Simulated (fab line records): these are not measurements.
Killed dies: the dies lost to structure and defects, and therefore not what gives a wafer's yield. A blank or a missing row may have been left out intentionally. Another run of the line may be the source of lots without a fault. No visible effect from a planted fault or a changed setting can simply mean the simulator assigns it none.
fab line records + flow berkeleyCmos170
[record]
- lots = 14
- wafers = 42
- lastDay = 13
route steps=331 shown SILICIDE@211 V1@257
lots untouched by any fault: they come from a run of this same line in which no faults occurred
startH: hours from the record's first day to the start of the lot's first wafer shown + waitH: hours since the lot's step before + " as in the row above + L1.1+2: several wafers, shown together as one row + - no value, or no start given + * or withheld: withheld + < > ~ a bound
route shown NAME@n: NAME is a module with steps in the file, n the number in the route of the first one + usual: mean/standard deviation taken from wafers without a fault + same: alike in all rows + chamber/n: place in a boat + sites: each site's reading + _std_site: the standard deviation of these + _edge_site: outer sites' mean less inner sites' + radiusMm: how far each site lies from the wafer's centre + mask NAME#n: copy n + behind: the last tool/chamber to shape the wafer + hold: the reason the lot was held/the length of the hold in hours/how it ended + device: names the non-switching transistor (n, p or np) + end of line: tests of these same wafers at the route's end + for a step that has no rows: nothing shown but its recipe + killed: count of dies lost to structure and defects at first sort (not the wafer's yield) + map: the dies of a wafer, with x for killed, . for not killed, _ for no die there
set.NAME: the setting that was run; set.NAME@STEP: the one run at that earlier step + model.NAME: the simulator's own value behind a step, which no gauge read
one table for each step of the route and one row for each wafer, over a sample of lots
services: a tool's chamber out of use, with start hour (startH, from the record's first day; less than 0 if before it), hours out, and reason
[[steps]]
[step UCB170_SILICIDE_SPUTTER_01]
[recipe]
- material = Ti
- targetThkNm = 30
- timeS = 25
- powerW = 1500
- chamberPressurePa = 0.5
[usual]
- throttleValvePct = 29.8/0.66
| lot.wafer | tool          | chamber | startH | waitH | throttleValvePct |
|-----------|---------------|---------|--------|-------|------------------|
| L874.2    | pvdSputter-01 | -       | 181.81 | 0.0   | 30.5             |
| L874.5    | "             | -       | "      | "     | 30.8             |
| L874.6    | "             | -       | "      | "     | 30.5             |
| L876.1    | pvdSputter-03 | -       | 185.50 | 0.0   | 29.6             |
| L876.2    | "             | -       | "      | "     | 29.1             |
| L876.5    | "             | -       | "      | "     | 29.7             |
| L875.1    | pvdSputter-02 | -       | 186.06 | 0.0   | 29.2             |
| L875.5    | "             | -       | "      | "     | 29.2             |
| L875.6    | "             | -       | "      | "     | 29.4             |
| L879.3    | pvdSputter-03 | -       | 196.24 | 0.0   | 28.8             |
| L879.5    | "             | -       | "      | "     | 30.2             |
| L879.6    | "             | -       | "      | "     | 29.1             |
| L878.3    | pvdSputter-01 | -       | 196.75 | 0.0   | 29.1             |
| L878.4    | "             | -       | "      | "     | 30.3             |
| L878.6    | "             | -       | "      | "     | 30.5             |
| L877.1    | pvdSputter-02 | -       | 196.93 | 0.0   | 29.7             |
| L877.3    | "             | -       | "      | "     | 28.9             |
| L877.4    | "             | -       | "      | "     | 30.2             |
| L889.1    | pvdSputter-03 | -       | 248.41 | 0.0   | 29.8             |
| L889.3    | "             | -       | "      | "     | 29.0             |
| L889.6    | "             | -       | "      | "     | 29.0             |
| L888.1    | pvdSputter-01 | -       | 248.67 | 0.0   | 30.4             |
| L888.2    | "             | -       | "      | "     | 30.6             |
| L888.3    | "             | -       | "      | "     | 30.8             |
| L890.1    | pvdSputter-03 | -       | 249.12 | 0.0   | 28.7             |
| L890.3    | "             | -       | "      | "     | 30.0             |
| L890.4    | "             | -       | "      | "     | 29.8             |
| L892.2    | pvdSputter-01 | -       | 259.55 | 0.0   | 30.7             |
| L892.3    | "             | -       | "      | "     | 30.2             |
| L892.5    | "             | -       | "      | "     | 29.1             |
| L894.1    | pvdSputter-03 | -       | 259.71 | 0.0   | 30.0             |
| L894.4    | "             | -       | "      | "     | 28.9             |
| L894.6    | "             | -       | "      | "     | 29.9             |
| L893.3    | pvdSputter-02 | -       | 259.94 | 0.0   | 30.8             |
| L893.4    | "             | -       | "      | "     | 29.6             |
| L893.6    | "             | -       | "      | "     | 30.5             |
| L895.3    | pvdSputter-03 | -       | 274.12 | 0.0   | 30.0             |
| L895.4    | "             | -       | "      | "     | 28.8             |
| L895.6    | "             | -       | "      | "     | 28.8             |
| L897.2    | pvdSputter-02 | -       | 285.68 | 0.0   | 29.7             |
| L897.3    | "             | -       | "      | "     | 30.6             |
| L897.4    | "             | -       | "      | "     | 30.5             |
[step UCB170_SILICIDE_RS_MEAS_02]
[recipe]
- thkMeasGauge = four-point-probe
- reads = Ti_of_SILICIDE_SPUTTER_01
[usual]
- SILICIDE_TI_RS = 25.9/0.38
| lot.wafer | tool         | chamber | startH | waitH | SILICIDE_TI_RS[ohm/sq] |
|-----------|--------------|---------|--------|-------|------------------------|
| L874.2    | filmMetro-02 | -       | 181.86 | 0.0   | 25.8                   |
| L874.5    | "            | -       | "      | "     | 25.7                   |
| L874.6    | "            | -       | "      | "     | 26.0                   |
| L876.1    | filmMetro-04 | -       | 185.53 | 0.0   | 26.0                   |
| L876.2    | "            | -       | "      | "     | 25.7                   |
| L876.5    | "            | -       | "      | "     | 26.4                   |
| L875.1    | filmMetro-02 | -       | 186.09 | 0.0   | 26.1                   |
| L875.5    | "            | -       | "      | "     | 26.1                   |
| L875.6    | "            | -       | "      | "     | 25.9                   |
| L879.3    | filmMetro-04 | -       | 196.31 | 0.1   | 26.0                   |
| L879.5    | "            | -       | "      | "     | 25.9                   |
| L879.6    | "            | -       | "      | "     | 25.7                   |
| L878.3    | filmMetro-01 | -       | 196.82 | 0.1   | 25.6                   |
| L878.4    | "            | -       | "      | "     | 25.7                   |
| L878.6    | "            | -       | "      | "     | 25.9                   |
| L877.1    | filmMetro-04 | -       | 196.96 | 0.0   | 26.4                   |
| L877.3    | "            | -       | "      | "     | 27.0                   |
| L877.4    | "            | -       | "      | "     | 26.4                   |
| L889.1    | filmMetro-04 | -       | 248.44 | 0.0   | 25.6                   |
| L889.3    | "            | -       | "      | "     | 25.5                   |
| L889.6    | "            | -       | "      | "     | 25.3                   |
| L888.1    | filmMetro-04 | -       | 248.70 | 0.0   | 25.6                   |
| L888.2    | "            | -       | "      | "     | 26.0                   |
| L888.3    | "            | -       | "      | "     | 25.5                   |
| L890.1    | filmMetro-02 | -       | 249.15 | 0.0   | 26.0                   |
| L890.3    | "            | -       | "      | "     | 25.9                   |
| L890.4    | "            | -       | "      | "     | 26.3                   |
| L892.2    | filmMetro-04 | -       | 259.60 | 0.0   | 25.6                   |
| L892.3    | "            | -       | "      | "     | 25.4                   |
| L892.5    | "            | -       | "      | "     | 25.5                   |
| L894.1    | filmMetro-01 | -       | 259.74 | 0.0   | 26.1                   |
| L894.4    | "            | -       | "      | "     | 25.4                   |
| L894.6    | "            | -       | "      | "     | 26.2                   |
| L893.3    | filmMetro-04 | -       | 260.01 | 0.1   | 26.3                   |
| L893.4    | "            | -       | "      | "     | 26.4                   |
| L893.6    | "            | -       | "      | "     | 26.3                   |
| L895.3    | filmMetro-04 | -       | 274.19 | 0.1   | 25.9                   |
| L895.4    | "            | -       | "      | "     | 25.4                   |
| L895.6    | "            | -       | "      | "     | 25.6                   |
| L897.2    | filmMetro-04 | -       | 285.73 | 0.0   | 26.4                   |
| L897.3    | "            | -       | "      | "     | 26.4                   |
| L897.4    | "            | -       | "      | "     | 26.0                   |
[step UCB170_V1_BOW_MEAS_03]
[recipe]
- mode = bow
[usual]
- V1_BOW = 19/6.7
| lot.wafer | tool         | chamber | startH | waitH | V1_BOW[um] |
|-----------|--------------|---------|--------|-------|------------|
| L874.2    | filmMetro-04 | -       | 191.42 | 0.2   | 14         |
| L874.5    | "            | -       | "      | "     | 16         |
| L874.6    | "            | -       | "      | "     | 13         |
| L876.1    | filmMetro-03 | -       | 193.92 | 0.1   | 20         |
| L876.2    | "            | -       | "      | "     | 25         |
| L876.5    | "            | -       | "      | "     | 24         |
| L875.1    | filmMetro-01 | -       | 195.25 | 0.1   | 19         |
| L875.5    | "            | -       | "      | "     | 3          |
| L875.6    | "            | -       | "      | "     | 20         |
| L879.3    | filmMetro-04 | -       | 208.34 | 0.2   | 17         |
| L879.5    | "            | -       | "      | "     | 32         |
| L879.6    | "            | -       | "      | "     | 29         |
| L878.3    | filmMetro-04 | -       | 209.68 | 0.2   | 16         |
| L878.4    | "            | -       | "      | "     | 21         |
| L878.6    | "            | -       | "      | "     | 19         |
| L877.1    | filmMetro-03 | -       | 210.97 | 0.2   | 25         |
| L877.3    | "            | -       | "      | "     | 15         |
| L877.4    | "            | -       | "      | "     | 19         |
| L889.1    | filmMetro-04 | -       | 258.29 | 0.2   | 7          |
| L889.3    | "            | -       | "      | "     | 22         |
| L889.6    | "            | -       | "      | "     | 24         |
| L888.1    | filmMetro-03 | -       | 259.67 | 0.1   | 7          |
| L888.2    | "            | -       | "      | "     | 19         |
| L888.3    | "            | -       | "      | "     | 25         |
| L890.1    | filmMetro-03 | -       | 261.08 | 0.2   | 16         |
| L890.3    | "            | -       | "      | "     | 22         |
| L890.4    | "            | -       | "      | "     | 19         |
| L892.2    | filmMetro-03 | -       | 269.51 | 0.2   | 16         |
| L892.3    | "            | -       | "      | "     | 15         |
| L892.5    | "            | -       | "      | "     | 18         |
| L894.1    | filmMetro-04 | -       | 270.82 | 0.1   | 27         |
| L894.4    | "            | -       | "      | "     | 18         |
| L894.6    | "            | -       | "      | "     | 21         |
| L893.3    | filmMetro-03 | -       | 273.24 | 0.2   | 18         |
| L893.4    | "            | -       | "      | "     | 17         |
| L893.6    | "            | -       | "      | "     | 15         |
| L895.3    | filmMetro-01 | -       | 285.18 | 0.3   | 17         |
| L895.4    | "            | -       | "      | "     | 20         |
| L895.6    | "            | -       | "      | "     | 13         |
| L897.2    | filmMetro-03 | -       | 294.21 | 0.2   | 11         |
| L897.3    | "            | -       | "      | "     | 32         |
| L897.4    | "            | -       | "      | "     | 18         |
[step UCB170_V1_PEB_10]
[recipe]
- pebTempC = 130
- pebTimeS = withheld
- resist = KrF
[usual]
- chillPlateTempC = 23.00/0.11
- exhaustPa = 45.1/0.88
| lot.wafer | tool          | chamber | startH | waitH | chillPlateTempC | exhaustPa |
|-----------|---------------|---------|--------|-------|-----------------|-----------|
| L874.2    | lithoTrack-01 | 0       | 192.43 | 0.2   | 23.07           | 45.5      |
| L874.5    | "             | 0       | "      | "     | 23.07           | 46.1      |
| L874.6    | "             | 0       | "      | "     | 23.12           | 46.1      |
| L876.1    | lithoTrack-02 | 0       | 195.07 | 0.2   | 22.94           | 44.6      |
| L876.2    | "             | 0       | "      | "     | 23.04           | 45.3      |
| L876.5    | "             | 0       | "      | "     | 22.91           | 45.9      |
| L875.1    | lithoTrack-01 | 0       | 196.32 | 0.1   | 22.95           | 44.9      |
| L875.5    | "             | 0       | "      | "     | 23.05           | 44.8      |
| L875.6    | "             | 0       | "      | "     | 22.84           | 45.1      |
| L879.3    | lithoTrack-01 | 0       | 210.03 | 0.4   | 22.84           | 46.7      |
| L879.5    | "             | 0       | "      | "     | 22.99           | 44.9      |
| L879.6    | "             | 0       | "      | "     | 22.88           | 45.2      |
| L878.3    | lithoTrack-04 | 0       | 210.92 | 0.1   | 22.99           | 45.3      |
| L878.4    | "             | 0       | "      | "     | 23.01           | 45.5      |
| L878.6    | "             | 0       | "      | "     | 23.09           | 44.7      |
| L877.1    | lithoTrack-04 | 0       | 212.33 | 0.4   | 23.03           | 46.2      |
| L877.3    | "             | 0       | "      | "     | 23.02           | 46.0      |
| L877.4    | "             | 0       | "      | "     | 22.91           | 45.3      |
| L889.1    | lithoTrack-01 | -       | 259.57 | 0.1   | -               | -         |
| L889.3    | "             | -       | "      | "     | -               | -         |
| L889.6    | "             | -       | "      | "     | -               | -         |
| L888.1    | lithoTrack-01 | -       | 260.98 | 0.1   | -               | -         |
| L888.2    | "             | -       | "      | "     | -               | -         |
| L888.3    | "             | -       | "      | "     | -               | -         |
| L890.1    | lithoTrack-04 | 0       | 266    | -     | 22.97           | 46.7      |
| L890.3    | "             | 0       | "      | "     | 22.94           | 44.3      |
| L890.4    | "             | 0       | "      | "     | 22.86           | 45.9      |
| L892.2    | lithoTrack-04 | 0       | 272.10 | 0.6   | 22.86           | 45.4      |
| L892.3    | "             | 0       | "      | "     | 23.04           | 45.3      |
| L892.5    | "             | 0       | "      | "     | 23.08           | 44.4      |
| L894.1    | lithoTrack-01 | 0       | 272.45 | 0.2   | 22.85           | 45.9      |
| L894.4    | "             | 0       | "      | "     | 22.78           | 44.2      |
| L894.6    | "             | 0       | "      | "     | 22.74           | 45.1      |
| L893.3    | lithoTrack-02 | 0       | 274.42 | 0.1   | 22.96           | 43.5      |
| L893.4    | "             | 0       | "      | "     | 22.82           | 44.2      |
| L893.6    | "             | 0       | "      | "     | 22.96           | 44.9      |
| L895.3    | lithoTrack-01 | 0       | 286.58 | 0.3   | 22.94           | 45.5      |
| L895.4    | "             | 0       | "      | "     | 23.17           | 45.3      |
| L895.6    | "             | 0       | "      | "     | 23.04           | 45.8      |
| L897.2    | lithoTrack-01 | 0       | 295.13 | 0.1   | 22.88           | 45.3      |
| L897.3    | "             | 0       | "      | "     | 23.15           | 44.8      |
| L897.4    | "             | 0       | "      | "     | 23.12           | 45.5      |
[[services]]
| tool          | chamber | startH | hours | kind   |
|---------------|---------|--------|-------|--------|
| pvdSputter-02 | -       | 183.91 | 2.0   | repair |
| pvdSputter-01 | -       | 203.14 | 2.6   | repair |
| pvdSputter-02 | -       | 214.03 | 1.0   | repair |
[[key]]
[firstSign]
- step = UCB170_V1_PEB_10
- reading = toolRecord
- direction = missing
effect none on later readings
metAt UCB170_V1_PEB_10
struckLots L888,L889
laterRowsLeftOut L888.1,L888.2,L888.3,L889.1,L889.3,L889.6
sortLeftOut L888.1,L888.2,L888.3,L889.1,L889.3,L889.6
notActingAt UCB170_SILICIDE_SPUTTER_01,UCB170_SILICIDE_RS_MEAS_02,UCB170_V1_BOW_MEAS_03
onsetBetween 210.03 259.57
[fault]
- kind = skippedStepWhole
- tool = lithoTrack-01
- chamber = -
- onsetH = 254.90
- steps = UCB170_V1_PEB_10
- scope = struckLotsOnly
// sortLeftOut: the simulated sort isn't trusted on such a fault, so these wafers' sort isn't shown, and their yield isn't known
// laterRowsLeftOut: the simulator's readings of these wafers behind a module that went badly wrong aren't trusted and aren't shown, but for the sort
